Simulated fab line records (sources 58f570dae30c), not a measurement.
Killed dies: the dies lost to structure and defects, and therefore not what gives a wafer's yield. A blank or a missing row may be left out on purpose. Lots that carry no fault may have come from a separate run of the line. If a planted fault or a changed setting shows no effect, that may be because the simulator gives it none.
Split-lot experiment / flow berkeley-cmos170 / route with 331 steps; 5 lots, 23 wafers read

== THE SPLIT ITSELF ==
At UCB170_PWELL_COAT_08 (resist thk 900 nm), the setting resist-thk-nm was moved away from the recipe's 900 nm on 7 of the 23 wafers read, by -3.6% to +2.4%. The other wafers ran this setting at the recipe's value.

== FROM THE SPLIT TO THE READING: what the file shows between them, 3 steps ==
- UCB170_PWELL_SOFTBAKE_09: time 60 s
- UCB170_PWELL_EXPOSE_10: exposes mask PWELL, target cd 3000 nm
- UCB170_PWELL_DEVELOP_12: develop time 45 s

== THE READING ==
KrF_of_PWELL_COAT_08.thk-nm (the simulator's own value, which no gauge read), in nm, at UCB170_PWELL_ETCH_14 (etches Si3N4 in CH3F/Ar/O2, stops on SiO2, target depth 242 nm, time 151 s). The file gives no usual value for it. Here, 16 wafers ran the recipe; their average is 726.5 nm with a standard deviation of 5.1 nm.

wafer=L074.2; tool, chamber at the split=litho-track-03, 0; resist-thk-nm as run, nm=900; against the recipe=recipe; KrF_of_PWELL_COAT_08.thk-nm, nm=726.8; against lot-mates on the recipe=-
wafer=L074.3; tool, chamber at the split=litho-track-03, 0; resist-thk-nm as run, nm=867.5; against the recipe=-3.6%; KrF_of_PWELL_COAT_08.thk-nm, nm=684.7; against lot-mates on the recipe=-41.3
wafer=L074.4; tool, chamber at the split=litho-track-03, 0; resist-thk-nm as run, nm=900; against the recipe=recipe; KrF_of_PWELL_COAT_08.thk-nm, nm=723.3; against lot-mates on the recipe=-
wafer=L074.5; tool, chamber at the split=litho-track-03, 0; resist-thk-nm as run, nm=900; against the recipe=recipe; KrF_of_PWELL_COAT_08.thk-nm, nm=728; against lot-mates on the recipe=-
wafer=L074.6; tool, chamber at the split=litho-track-03, 0; resist-thk-nm as run, nm=867.5; against the recipe=-3.6%; KrF_of_PWELL_COAT_08.thk-nm, nm=690.5; against lot-mates on the recipe=-35.5
wafer=L079.1; tool, chamber at the split=litho-track-03, 0; resist-thk-nm as run, nm=900; against the recipe=recipe; KrF_of_PWELL_COAT_08.thk-nm, nm=724.2; against lot-mates on the recipe=-
wafer=L079.2; tool, chamber at the split=litho-track-03, 0; resist-thk-nm as run, nm=921.6; against the recipe=+2.4%; KrF_of_PWELL_COAT_08.thk-nm, nm=745.2; against lot-mates on the recipe=+22.8
wafer=L079.3; tool, chamber at the split=litho-track-03, 0; resist-thk-nm as run, nm=900; against the recipe=recipe; KrF_of_PWELL_COAT_08.thk-nm, nm=722.5; against lot-mates on the recipe=-
wafer=L079.5; tool, chamber at the split=litho-track-03, 0; resist-thk-nm as run, nm=921.6; against the recipe=+2.4%; KrF_of_PWELL_COAT_08.thk-nm, nm=746.6; against lot-mates on the recipe=+24.2
wafer=L079.6; tool, chamber at the split=litho-track-03, 0; resist-thk-nm as run, nm=900; against the recipe=recipe; KrF_of_PWELL_COAT_08.thk-nm, nm=720.4; against lot-mates on the recipe=-
wafer=L080.1; tool, chamber at the split=litho-track-03, 0; resist-thk-nm as run, nm=900; against the recipe=recipe; KrF_of_PWELL_COAT_08.thk-nm, nm=725.3; against lot-mates on the recipe=-
wafer=L080.5; tool, chamber at the split=litho-track-03, 0; resist-thk-nm as run, nm=900; against the recipe=recipe; KrF_of_PWELL_COAT_08.thk-nm, nm=726.5; against lot-mates on the recipe=-
wafer=L080.6; tool, chamber at the split=litho-track-03, 0; resist-thk-nm as run, nm=900; against the recipe=recipe; KrF_of_PWELL_COAT_08.thk-nm, nm=719.6; against lot-mates on the recipe=-
wafer=L082.1; tool, chamber at the split=litho-track-01, 0; resist-thk-nm as run, nm=913.8; against the recipe=+1.5%; KrF_of_PWELL_COAT_08.thk-nm, nm=730.2; against lot-mates on the recipe=+7.7
wafer=L082.6; tool, chamber at the split=litho-track-01, 0; resist-thk-nm as run, nm=913.8; against the recipe=+1.5%; KrF_of_PWELL_COAT_08.thk-nm, nm=730.2; against lot-mates on the recipe=+7.7
wafer=L082.2; tool, chamber at the split=litho-track-01, 0; resist-thk-nm as run, nm=900; against the recipe=recipe; KrF_of_PWELL_COAT_08.thk-nm, nm=724.6; against lot-mates on the recipe=-
wafer=L082.3; tool, chamber at the split=litho-track-01, 0; resist-thk-nm as run, nm=900; against the recipe=recipe; KrF_of_PWELL_COAT_08.thk-nm, nm=720.5; against lot-mates on the recipe=-
wafer=L082.5; tool, chamber at the split=litho-track-01, 0; resist-thk-nm as run, nm=913.8; against the recipe=+1.5%; KrF_of_PWELL_COAT_08.thk-nm, nm=739.9; against lot-mates on the recipe=+17.4
wafer=L084.1; tool, chamber at the split=litho-track-03, 0; resist-thk-nm as run, nm=900; against the recipe=recipe; KrF_of_PWELL_COAT_08.thk-nm, nm=725; against lot-mates on the recipe=-
wafer=L084.2; tool, chamber at the split=litho-track-03, 0; resist-thk-nm as run, nm=900; against the recipe=recipe; KrF_of_PWELL_COAT_08.thk-nm, nm=734.1; against lot-mates on the recipe=-
wafer=L084.3; tool, chamber at the split=litho-track-03, 0; resist-thk-nm as run, nm=900; against the recipe=recipe; KrF_of_PWELL_COAT_08.thk-nm, nm=735.7; against lot-mates on the recipe=-
wafer=L084.4; tool, chamber at the split=litho-track-03, 0; resist-thk-nm as run, nm=900; against the recipe=recipe; KrF_of_PWELL_COAT_08.thk-nm, nm=733; against lot-mates on the recipe=-
wafer=L084.6; tool, chamber at the split=litho-track-03, 0; resist-thk-nm as run, nm=900; against the recipe=recipe; KrF_of_PWELL_COAT_08.thk-nm, nm=734.5; against lot-mates on the recipe=-

THE FIT
A straight line over all 23 wafers: KrF_of_PWELL_COAT_08.thk-nm changes by +9.17 nm for each +1% of resist-thk-nm; r = +0.92; the points scatter about the line by 5.6 nm.
The same after taking each lot's own level away (the mean of its wafers on the recipe; 23 wafers): +9.91 nm for each +1%; r = +0.97; scatter 3.5 nm.
That fit puts the effect of the largest move of resist-thk-nm on the reading at 36 nm.
Across the lots, their own levels run from 722.37 to 732.46 nm, a range of 2.0 times the standard deviation given above.
Hence the lot-to-lot level has little effect on the slope; both slopes agree.
Check: with one of the wafers moved furthest among these (-3.6%) left out of the fit, the line predicts -34 nm for it against its lot-mates. Against them it came out at -41.3 nm.

== ADDITIONAL SPLITS CARRIED BY THESE WAFERS ==
Note: prior to the reading, these wafers also went through further splits. Each is held against what the fit with the lots' levels taken away leaves over:
other split on the same wafers=UCB170_START_OXIDATION_02 ox-time-s; wafers away from the commonest value=15; r with KrF_of_PWELL_COAT_08.thk-nm (lot level and that fit taken away)=+0.25
other split on the same wafers=UCB170_NWELL_CVD_04 pressure-mtorr; wafers away from the commonest value=15; r with KrF_of_PWELL_COAT_08.thk-nm (lot level and that fit taken away)=+0.24
other split on the same wafers=UCB170_NWELL_IMPLANT_14 energy-kev; wafers away from the commonest value=11; r with KrF_of_PWELL_COAT_08.thk-nm (lot level and that fit taken away)=+0.07

== THE WHOLE CHAIN: every reading that the file lists as answering this split, in the file's order ==
step=UCB170_PWELL_COAT_08; what it does=resist thk 900 nm; reading=KrF_of_PWELL_COAT_08.thk-nm (the simulator's own value, which no gauge read); change (the file's fit)=+8.4 nm for each +1% of the setting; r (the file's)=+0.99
step=UCB170_PWELL_ETCH_14; what it does=etches Si3N4 in CH3F/Ar/O2, stops on SiO2, target depth 242 nm, time 151 s; reading=KrF_of_PWELL_COAT_08.thk-nm (the simulator's own value, which no gauge read); change (the file's fit)=+10 nm for each +1% of the setting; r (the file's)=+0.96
step=UCB170_PWELL_STRIP_16; what it does=strips in O2; reading=strip-time-to-endpoint-s; change (the file's fit)=withheld for each +1% of the setting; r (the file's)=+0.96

== THE FILE'S OWN FIT ==
KrF_of_PWELL_COAT_08.thk-nm changes by +10 nm for each +1% of resist-thk-nm, r = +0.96.
